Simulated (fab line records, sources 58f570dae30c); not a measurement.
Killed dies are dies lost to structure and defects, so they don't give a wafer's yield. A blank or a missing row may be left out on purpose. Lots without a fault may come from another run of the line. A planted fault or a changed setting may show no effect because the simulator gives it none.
A struck lot beside a sound one | flow berkeley_cmos170 | 33 steps out of a route of 331
Sound: wafers L476.1, L476.2, L476.3. Struck: wafers L474.1, L474.3, L474.5. The cause comes at the end.
At each step with rows: each side's tool, then ch and its chambers, then its first start. Under that, the readings that differ: sound wafers | struck wafers | difference of the means | sigmas: that difference in standard deviations of wafers without a fault.
alike: readings whose means differ by less than 2 such deviations, and words and numbers that are the same on both sides. not compared: withheld readings, readings that some wafer has no value for, bounds like >300 that may hide the same value, and numbers for which the record gives no deviation and whose values overlap.
The two part at a step that has a row with sigmas, a row that says differs or no value, or rows on one side only. Numbers that don't overlap but have no deviation are shown without sigmas and don't part them. A reading that every wafer of one side lacks parts them only if that side has two wafers or more.

UCB170_SDANNEAL_RTA_01: time 5 s.
  sound on rtp_anneal-01 ch 0, day 9 09:45; struck on rtp_anneal-02 ch 0, day 9 10:09
  reading            | sound             | struck            | difference | sigmas
  lamp_power_pct (%) | 39.87 39.85 39.90 | 40.24 40.29 40.26 | +0.39      | +2
  alike: wafer_temp_C_max
UCB170_SDANNEAL_RS_MEAS_02: measures by four-point-probe.
  sound on film_metro-04, day 9 09:49; struck on film_metro-02, day 9 10:13
  alike: PSD_RS
UCB170_SDANNEAL_RS_MEAS_03: measures by four-point-probe.
  sound on film_metro-04, day 9 09:56; struck on film_metro-02, day 9 10:20
  reading         | sound             | struck            | difference | sigmas
  NSD_RS (ohm/sq) | 37.36 37.35 37.33 | 37.13 37.02 37.11 | -0.26      | -3
UCB170_SDANNEAL_RS_MEAS_04: measures by four-point-probe.
  sound on film_metro-04, day 9 10:03; struck on film_metro-02, day 9 10:27
  alike: PLDD_RS
UCB170_SDANNEAL_RS_MEAS_05: measures by four-point-probe.
  sound on film_metro-04, day 9 10:10; struck on film_metro-02, day 9 10:34
  reading          | sound             | struck            | difference | sigmas
  NLDD_RS (ohm/sq) | 619.4 618.9 618.4 | 614.4 615.5 614.7 | -4.0       | -2
then, 2 steps without rows for these wafers: UCB170_SILICIDE_PRE_CLEAN_00 (preclean etch time 60 s); UCB170_SILICIDE_SPUTTER_01 (material Ti, target thk 30 nm, time 25 s).
UCB170_SILICIDE_RS_MEAS_02: measures by four-point-probe.
  sound on film_metro-04, day 9 10:23; struck on film_metro-04, day 9 10:47
  alike: SILICIDE_TI_RS
UCB170_SILICIDE_THK_MEAS_03: measures by xrf.
  sound on film_metro-04, day 9 10:31; struck on film_metro-04, day 9 10:55
  alike: SILICIDE_TI_THK
UCB170_SILICIDE_RTA_04: time 15 s.
  sound on rtp_anneal-01 ch 0, day 9 10:34; struck on rtp_anneal-02 ch 0, day 9 10:58
  reading          | sound             | struck            | difference | sigmas
  wafer_temp_C_max | 652.5 651.9 651.7 | 654.3 655.0 654.2 | +2.5       | +2
  alike: lamp_power_pct
then, 2 steps without rows for these wafers: UCB170_SILICIDE_WET_ETCH_05 (etches Ti in SPM, time 45 s); UCB170_CONTACT_CLEAN_00 (cleans in SPM, time 600 s).
UCB170_CONTACT_CVD_01: deposits PSG from SiH4/O2/PH3, target thk 700 nm, time 2820 s.
  sound on lpcvd-02 ch 0, day 9 11:09; struck on lpcvd-02 ch 1, day 9 12:56
  no value came back on the struck wafers for o2_flow_sccm (sccm), ph3_flow_sccm (sccm); on the sound wafers o2_flow_sccm (sccm) reads 90.25 90.20 90.04
then, 3 steps without rows for these wafers: UCB170_CONTACT_HMDS_03 (prime time 60 s); UCB170_CONTACT_COAT_04 (resist thk 900 nm); UCB170_CONTACT_SOFTBAKE_05 (time 60 s).
UCB170_CONTACT_STRIP_06: strips in O2.
  sound on plasma_asher-01 ch 0,1, day 9 13:50; struck on plasma_asher-01 ch 1, day 9 16:10
  alike: drypump_motor_current_A, oes_product_au, strip_time_to_endpoint_s
  not compared: rf_hours_counter_h
then, 8 steps without rows for these wafers: UCB170_CONTACT_CLEAN_07 (cleans in SPM, time 600 s); UCB170_CONTACT_RTA_08 (time 10 s); UCB170_CONTACT_COAT_09; UCB170_CONTACT_COAT_10 (resist thk 900 nm); UCB170_CONTACT_SOFTBAKE_11 (time 60 s); UCB170_CONTACT_EXPOSE_12 (exposes mask CONT, target cd 700 nm); UCB170_CONTACT_PEB_13; UCB170_CONTACT_DEVELOP_14 (develop time 45 s).
UCB170_CONTACT_CD_MEAS_15: target cd 700 nm.
  sound on cd_sem-01, day 9 16:15; struck on cd_sem-02, day 9 18:26
  reading    | sound             | struck            | difference | sigmas
  cd_nm (nm) | 698.3 698.2 698.9 | 701.6 702.5 699.8 | +2.8       | +2
UCB170_CONTACT_OVL_MEAS_16:
  sound on overlay-02, day 9 16:22; struck on overlay-02, day 9 18:34
  alike: CONTACT_OVL
UCB170_CONTACT_ETCH_17: etches BARC in N2/H2.
  sound on rie_diel-04 ch 0,1,3, day 9 16:24; struck on rie_diel-03 ch 1,2,3, day 9 18:36
  alike: drypump_motor_current_A, oes_product_au, throttle_valve_pct
UCB170_CONTACT_ETCH_18: etches PSG in CHF3/CF4/Ar, stops on TiSi2, target depth 840 nm, time 195 s.
  sound on rie_diel-04 ch 0,1,3; struck on rie_diel-03 ch 1,2,3
  reading                             | sound             | struck            | difference | sigmas
  oes_product_au (a.u.)               | 0.893 0.881 0.903 | 0.369 0.392 0.385 | -0.510     | -34
  model.etch.depth_nm (nm)            | 701.1 708.6 694.7 | 0 0 0             | -701       |
  model.CONTACT.feature_depth_nm (nm) | 701.1 708.6 694.7 | 1e-09 1e-09 1e-09 | -7e+02     |
  alike: CHF3_flow_sccm, drypump_motor_current_A, throttle_valve_pct
  not compared: rf_hours_counter_h
UCB170_CONTACT_STRIP_19: strips in O2.
  sound on plasma_asher-01 ch 0,1, day 9 16:34; struck on plasma_asher-02 ch 0,1, day 9 18:46
  alike: drypump_motor_current_A, oes_product_au
  not compared: rf_hours_counter_h
UCB170_CONTACT_CD_MEAS_90: target cd 700 nm.
  sound on cd_sem-01, day 9 16:40; struck on cd_sem-02, day 9 18:52
  reading    | sound             | struck | difference                    | sigmas
  cd_nm (nm) | 698.9 699.1 697.9 | - - -  | no value on the struck wafers |
then, 1 step without rows for these wafers: UCB170_CONTACT_CLEAN_20 (cleans in SPM, time 600 s).
UCB170_M3_PROBE_99:
  the record has rows for the struck wafers here (prober-01, day 10 10:55) and none for the sound ones

WHERE THEY PART
First at UCB170_SDANNEAL_RTA_01; last, within this record, at UCB170_M3_PROBE_99.

WHY: what the simulator had put in
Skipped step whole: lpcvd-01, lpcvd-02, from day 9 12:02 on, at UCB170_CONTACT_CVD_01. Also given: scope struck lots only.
